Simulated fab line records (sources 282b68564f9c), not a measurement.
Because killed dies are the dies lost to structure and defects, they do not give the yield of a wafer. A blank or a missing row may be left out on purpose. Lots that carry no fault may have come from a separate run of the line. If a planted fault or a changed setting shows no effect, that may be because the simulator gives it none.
Which of the tools did it? :: flow ritCmos :: 45 wafers from 15 lots sampled at 5 of the route's 202 steps

## WHAT THE GAUGES READ, wafer by wafer
RIT_WELLDRIVE_RS_MEAS_02: measurement is done with a four-point probe.
lot: L679
measured: day 2 12:56
on: filmMetro-04
PWELL_RS (ohm/sq): 430.6 431.0 432.9

lot: L680
measured: day 2 14:56
on: filmMetro-04
PWELL_RS (ohm/sq): 431.4 429.9 431.3

lot: L682
measured: day 2 20:35
on: filmMetro-04
PWELL_RS (ohm/sq): 431.4 430.9 430.2

lot: L684
measured: day 3 06:52
on: filmMetro-02
PWELL_RS (ohm/sq): 426.9 427.4 427.4

lot: L685
measured: day 3 11:55
on: filmMetro-03
PWELL_RS (ohm/sq): 427.0 427.7 426.7

lot: L688
measured: day 4 01:17
on: filmMetro-03
PWELL_RS (ohm/sq): 431.5 431.3 430.6

lot: L689
measured: day 4 06:22
on: filmMetro-03
PWELL_RS (ohm/sq): 428.7 428.5 429.9

lot: L691
measured: day 4 16:56
on: filmMetro-03
PWELL_RS (ohm/sq): 430.5 427.9 427.8

lot: L693
measured: day 5 02:01
on: filmMetro-04
PWELL_RS (ohm/sq): 429.3 429.2 428.9

lot: L695
measured: day 5 11:51
on: filmMetro-03
PWELL_RS (ohm/sq): 415.6 414.5 414.1

lot: L696
measured: day 5 16:59
on: filmMetro-03
PWELL_RS (ohm/sq): 413.6 413.0 412.6

lot: L697
measured: day 5 22:01
on: filmMetro-04
PWELL_RS (ohm/sq): 414.2 414.2 414.5

lot: L700
measured: day 6 13:16
on: filmMetro-02
PWELL_RS (ohm/sq): 426.9 427.8 427.8

lot: L701
measured: day 6 18:21
on: filmMetro-04
PWELL_RS (ohm/sq): 431.5 430.9 430.3

lot: L702
measured: day 6 23:26
on: filmMetro-04
PWELL_RS (ohm/sq): 431.1 428.9 430.9

RIT_NLDD_OVL_MEAS_06.
lot: L679
measured: day 3 02:31
on: overlay-02
NLDD_OVL (nm): -2.9 -3.6 -2.6

lot: L680
measured: day 3 03:40
on: overlay-01
NLDD_OVL (nm): -1.9 -0.1 0.6

lot: L682
measured: day 3 10:31
on: overlay-01
NLDD_OVL (nm): -2.3 -2.5 -1.6

lot: L684
measured: day 3 20:22
on: overlay-02
NLDD_OVL (nm): -1.7 -0.4 -1.7

lot: L685
measured: day 4 00:17
on: overlay-02
NLDD_OVL (nm): -3.2 -0.1 -2.3

lot: L688
measured: day 4 13:47
on: overlay-01
NLDD_OVL (nm): -1.9 -1.1 -2.1

lot: L689
measured: day 4 19:13
on: overlay-02
NLDD_OVL (nm): -1.2 -0.7 -0.4

lot: L691
measured: day 5 05:20
on: overlay-02
NLDD_OVL (nm): -0.6 -2.5 -0.7

lot: L693
measured: day 5 14:34
on: overlay-01
NLDD_OVL (nm): -2.9 -2.7 -1.0

lot: L696
measured: day 6 05:41
on: overlay-01
NLDD_OVL (nm): -0.1 -1.4 -1.6

lot: L697
measured: day 6 11:32
on: overlay-01
NLDD_OVL (nm): -2.3 0.8 -0.6

lot: L700
measured: day 7 03:06
on: overlay-02
NLDD_OVL (nm): 0.4 1.3 0.2

lot: L701
measured: day 7 07:02
on: overlay-01
NLDD_OVL (nm): -1.9 -1.6 0.4

lot: L702
measured: day 7 12:40
on: overlay-01
NLDD_OVL (nm): -0.9 -0.5 -0.7

RIT_M1_THK_MEAS_02: measures by xrf.
lot: L679
measured: day 3 14:22
on: filmMetro-02
M1_AL_THK (nm): 394 396 396

lot: L680
measured: day 3 15:16
on: filmMetro-01
M1_AL_THK (nm): 402 400 407

lot: L682
measured: day 3 22:40
on: filmMetro-02
M1_AL_THK (nm): 399 399 394

lot: L684
measured: day 4 08:20
on: filmMetro-03
M1_AL_THK (nm): 405 402 402

lot: L685
measured: day 4 11:58
on: filmMetro-02
M1_AL_THK (nm): 403 405 403

lot: L688
measured: day 5 01:42
on: filmMetro-01
M1_AL_THK (nm): 402 397 400

lot: L689
measured: day 5 07:12
on: filmMetro-03
M1_AL_THK (nm): 403 401 404

lot: L691
measured: day 5 17:03
on: filmMetro-02
M1_AL_THK (nm): 398 400 401

lot: L693
measured: day 6 03:20
on: filmMetro-01
M1_AL_THK (nm): 403 402 404

lot: L696
measured: day 6 17:30
on: filmMetro-01
M1_AL_THK (nm): 401 406 407

lot: L697
measured: day 6 23:08
on: filmMetro-03
M1_AL_THK (nm): 399 399 400

lot: L700
measured: day 7 14:48
on: filmMetro-03
M1_AL_THK (nm): 406 406 406

lot: L701
measured: day 7 19:03
on: filmMetro-03
M1_AL_THK (nm): 394 394 402

lot: L702
measured: day 8 00:38
on: filmMetro-02
M1_AL_THK (nm): 399 398 402

## EACH LOT AND THE TOOL THAT RAN IT (in order: tool; ch and the chambers of the sampled wafers; start)
lot: L679
RIT_ACTIVE_STRIP_14: plasmaAsher-02 ch 0,1, day 1 15:00
RIT_PWELL_IMPLANT_08: implanter-04 ch 0, day 2 07:21

lot: L680
RIT_ACTIVE_STRIP_14: plasmaAsher-02 ch 0,1, day 1 21:16
RIT_PWELL_IMPLANT_08: implanter-02 ch 0, day 2 08:43

lot: L682
RIT_ACTIVE_STRIP_14: plasmaAsher-01 ch 0,1, day 2 06:55
RIT_PWELL_IMPLANT_08: implanter-04 ch 0, day 2 14:59

lot: L684
RIT_ACTIVE_STRIP_14: plasmaAsher-03 ch 0,1, day 2 16:50
RIT_PWELL_IMPLANT_08: implanter-02 ch 0, day 3 00:43

lot: L685
RIT_ACTIVE_STRIP_14: plasmaAsher-02 ch 0,1, day 2 20:52
RIT_PWELL_IMPLANT_08: implanter-02 ch 0, day 3 04:58

lot: L688
RIT_ACTIVE_STRIP_14: plasmaAsher-01 ch 0,1, day 3 11:50
RIT_PWELL_IMPLANT_08: implanter-02 ch 0, day 3 19:10

lot: L689
RIT_ACTIVE_STRIP_14: plasmaAsher-03 ch 0,1, day 3 17:22
RIT_PWELL_IMPLANT_08: implanter-04 ch 0, day 4 00:40

lot: L691
RIT_ACTIVE_STRIP_14: plasmaAsher-02 ch 0,1, day 4 02:50
RIT_PWELL_IMPLANT_08: implanter-01 ch 0, day 4 10:16

lot: L693
RIT_ACTIVE_STRIP_14: plasmaAsher-02 ch 1, day 4 12:50
RIT_PWELL_IMPLANT_08: implanter-02 ch 0, day 4 20:26

lot: L695
RIT_ACTIVE_STRIP_14: plasmaAsher-03 ch 0,1, day 4 23:02
RIT_PWELL_IMPLANT_08: implanter-02 ch 0, day 5 06:10

lot: L696
RIT_ACTIVE_STRIP_14: plasmaAsher-03 ch 0,1, day 5 04:08
RIT_PWELL_IMPLANT_08: implanter-02 ch 0, day 5 11:24

lot: L697
RIT_ACTIVE_STRIP_14: plasmaAsher-02 ch 0,1, day 5 08:58
RIT_PWELL_IMPLANT_08: implanter-02 ch 0, day 5 16:22

lot: L700
RIT_ACTIVE_STRIP_14: plasmaAsher-03 ch 0,1, day 5 23:50
RIT_PWELL_IMPLANT_08: implanter-01 ch 0, day 6 07:17

lot: L701
RIT_ACTIVE_STRIP_14: plasmaAsher-03 ch 0,1, day 6 04:55
RIT_PWELL_IMPLANT_08: implanter-04 ch 0, day 6 12:23

lot: L702
RIT_ACTIVE_STRIP_14: plasmaAsher-03 ch 0,1, day 6 09:50
RIT_PWELL_IMPLANT_08: implanter-04 ch 0, day 6 17:06
- RIT_ACTIVE_STRIP_14: strips in O2, time 180 s.
- RIT_PWELL_IMPLANT_08

## WHAT THE TOOLS THEMSELVES READ (means of the sampled wafers that have a number; where no wafer has one, the mark that the record gives instead)
RIT_ACTIVE_STRIP_14.
lot: L679
tool: plasmaAsher-02
drypumpMotorCurrentA (A): 6.4

lot: L680
tool: plasmaAsher-02
drypumpMotorCurrentA (A): 6.3

lot: L682
tool: plasmaAsher-01
drypumpMotorCurrentA (A): 5.4

lot: L684
tool: plasmaAsher-03
drypumpMotorCurrentA (A): 5.7

lot: L685
tool: plasmaAsher-02
drypumpMotorCurrentA (A): 6.3

lot: L688
tool: plasmaAsher-01
drypumpMotorCurrentA (A): 5.5

lot: L689
tool: plasmaAsher-03
drypumpMotorCurrentA (A): 5.7

lot: L691
tool: plasmaAsher-02
drypumpMotorCurrentA (A): 6.3

lot: L693
tool: plasmaAsher-02
drypumpMotorCurrentA (A): 6.3

lot: L695
tool: plasmaAsher-03
drypumpMotorCurrentA (A): 5.7

lot: L696
tool: plasmaAsher-03
drypumpMotorCurrentA (A): 5.7

lot: L697
tool: plasmaAsher-02
drypumpMotorCurrentA (A): 6.3

lot: L700
tool: plasmaAsher-03
drypumpMotorCurrentA (A): 5.6

lot: L701
tool: plasmaAsher-03
drypumpMotorCurrentA (A): 5.7

lot: L702
tool: plasmaAsher-03
drypumpMotorCurrentA (A): 5.7

RIT_PWELL_IMPLANT_08.
lot: L679
tool: implanter-04
doseIonsCm2: 7e+13
faradayCurrentUA: 227

lot: L680
tool: implanter-02
doseIonsCm2: 7e+13
faradayCurrentUA: 220

lot: L682
tool: implanter-04
doseIonsCm2: 7e+13
faradayCurrentUA: 228

lot: L684
tool: implanter-02
doseIonsCm2: 7e+13
faradayCurrentUA: 222

lot: L685
tool: implanter-02
doseIonsCm2: 7e+13
faradayCurrentUA: 219

lot: L688
tool: implanter-02
doseIonsCm2: 7e+13
faradayCurrentUA: 219

lot: L689
tool: implanter-04
doseIonsCm2: 7e+13
faradayCurrentUA: 224

lot: L691
tool: implanter-01
doseIonsCm2: 7e+13
faradayCurrentUA: 220

lot: L693
tool: implanter-02
doseIonsCm2: 7e+13
faradayCurrentUA: 223

lot: L695
tool: implanter-02
doseIonsCm2: 7e+13
faradayCurrentUA: 236

lot: L696
tool: implanter-02
doseIonsCm2: 7e+13
faradayCurrentUA: 235

lot: L697
tool: implanter-02
doseIonsCm2: 7e+13
faradayCurrentUA: 237

lot: L700
tool: implanter-01
doseIonsCm2: 7e+13
faradayCurrentUA: 222

lot: L701
tool: implanter-04
doseIonsCm2: 7e+13
faradayCurrentUA: 221

lot: L702
tool: implanter-04
doseIonsCm2: 7e+13
faradayCurrentUA: 222

## THE ANSWER, worked out from the rows above alone
Rule: the usual values come from the lots themselves. The widest of any qualifying gaps counts: lots, ordered by their means at a reading, are off when they make up no more than a third of the lots, leave a main group of 4 or more, and stand apart from it by 3 or more times the standard deviation of that group's means. Not used: any main group whose means are identical at the precision the tables above print for the reading. Also off: a lot with no number at a reading for which 4 or more lots have one. All remaining lots with rows at the step are treated as sound. The gauges are gone through in route order, then the tools' own readings, and for those a lot's mean is taken as printed above. The first step at which some lot is off is used, and at that step the reading that is off furthest; a lot without a number counts as furthest.
Off: L695, L696, L697, seen at RIT_WELLDRIVE_RS_MEAS_02 (PWELL_RS). The main group has a mean of 429.5 ohm/sq with a standard deviation of 1.5.
A tool fits if, at a process step before that reading, it ran every lot that is off, and no sound lot after the first of them. Those tools and the gauges at RIT_WELLDRIVE_RS_MEAS_02 are tried in the same way. One candidate fits, namely implanter-02 at RIT_PWELL_IMPLANT_08. Its last sound lot is L693 (day 4 20:26), its first lot that is off L695 (day 5 06:10): a fault that began between those two fits.

## WHAT WAS PUT IN BY THE SIMULATOR
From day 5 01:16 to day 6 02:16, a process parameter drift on implanter-02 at RIT_PWELL_IMPLANT_08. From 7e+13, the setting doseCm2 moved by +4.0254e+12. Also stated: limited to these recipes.
Struck lots among those shown: L695, L696, L697. The rule given above showed the same thing.
